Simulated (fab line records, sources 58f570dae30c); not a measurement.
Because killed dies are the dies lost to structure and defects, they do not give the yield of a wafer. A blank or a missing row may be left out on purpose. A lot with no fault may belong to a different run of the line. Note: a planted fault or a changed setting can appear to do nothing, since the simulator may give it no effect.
What tool caused it? | flow berkeley-cmos170 | at 1 step of a route of 331, 15 lots with 45 wafers sampled

== WHAT THE GAUGES SHOWED, per wafer ==
The record holds no reading of a measuring or inspecting step that can be judged against a usual standard deviation.

== TOOL THAT RAN EACH LOT (tool first, then ch and the chambers of the sampled wafers, then the start) ==
lot  | UCB170_PVT_EXPOSE_03
L770 | krf-scanner-02 ch 0, day 5 23:10
L771 | krf-scanner-01 ch 0, day 5 23:26
L776 | krf-scanner-02 ch 0, day 6 19:38
L773 | krf-scanner-02 ch 0, day 6 19:47
L772 | krf-scanner-01 ch 0, day 6 20:06
L774 | krf-scanner-01 ch 0, day 6 20:37
L778 | krf-scanner-01 ch 0, day 7 08:11
L780 | krf-scanner-02 ch 0, day 7 15:13
L781 | krf-scanner-01 ch 0, day 7 15:46
L782 | krf-scanner-01, day 8 03:28
L785 | krf-scanner-01, day 8 16:07
L786 | krf-scanner-02, day 8 16:25
L788 | krf-scanner-02 ch 0, day 9 02:20
L790 | krf-scanner-01 ch 0, day 9 23:16
L791 | krf-scanner-01 ch 0, day 9 23:23
- UCB170_PVT_EXPOSE_03: exposes mask NWELL, target cd 3000 nm.

== AS READ BY THE TOOLS THEMSELVES (means over the sampled wafers that have a number; for cases with no such wafer, the mark the record gives instead) ==
UCB170_PVT_EXPOSE_03.
lot  | tool           | exposure-dose-mJ-cm2 | focus-offset-nm (nm)
L770 | krf-scanner-02 | 30.023               | 0.9
L771 | krf-scanner-01 | 29.977               | -0.1
L776 | krf-scanner-02 | 29.959               | -0.4
L773 | krf-scanner-02 | 30.049               | 0.1
L772 | krf-scanner-01 | 30.017               | -1.0
L774 | krf-scanner-01 | 29.996               | 0.5
L778 | krf-scanner-01 | 30.000               | -0.7
L780 | krf-scanner-02 | 29.981               | 0.2
L781 | krf-scanner-01 | 30.001               | -0.3
L782 | krf-scanner-01 | -                    | -
L785 | krf-scanner-01 | -                    | -
L786 | krf-scanner-02 | -                    | -
L788 | krf-scanner-02 | 29.998               | -0.3
L790 | krf-scanner-01 | 29.965               | 0.4
L791 | krf-scanner-01 | 29.995               | 0.1

== THE ANSWER, worked out from the rows above alone ==
Rule: what is usual is taken from the lots themselves. Put in order of their means at a reading, lots are off if they are a third of the lots or fewer, leave a main group of 4 or more, and stand apart from it by a gap of 3 or more times the standard deviation of the main group's means; of several such gaps the widest counts. Not used: any main group whose means are identical at the precision the tables above print for the reading. Also off: a lot with no number at a reading for which 4 or more lots have one. The other lots that the step has rows for count as sound. After the gauges, taken in route order, come the tools' own readings; for these a lot's mean is taken, as printed above. The first step at which some lot is off is used, and at that step the reading that is off furthest; a lot without a number counts as furthest.
Off: L782, L785, L786 (UCB170_PVT_EXPOSE_03, exposure-dose-mJ-cm2). Without a number there: L782, L785, L786. Main group: mean 29.997, sd 0.024.
If a tool, at that step or one of the process steps before it, ran each lot that is off and ran no sound lot following the first of them, it fits. Not one of the candidates tried fits.

== WHAT THE SIMULATOR HAD INSERTED ==
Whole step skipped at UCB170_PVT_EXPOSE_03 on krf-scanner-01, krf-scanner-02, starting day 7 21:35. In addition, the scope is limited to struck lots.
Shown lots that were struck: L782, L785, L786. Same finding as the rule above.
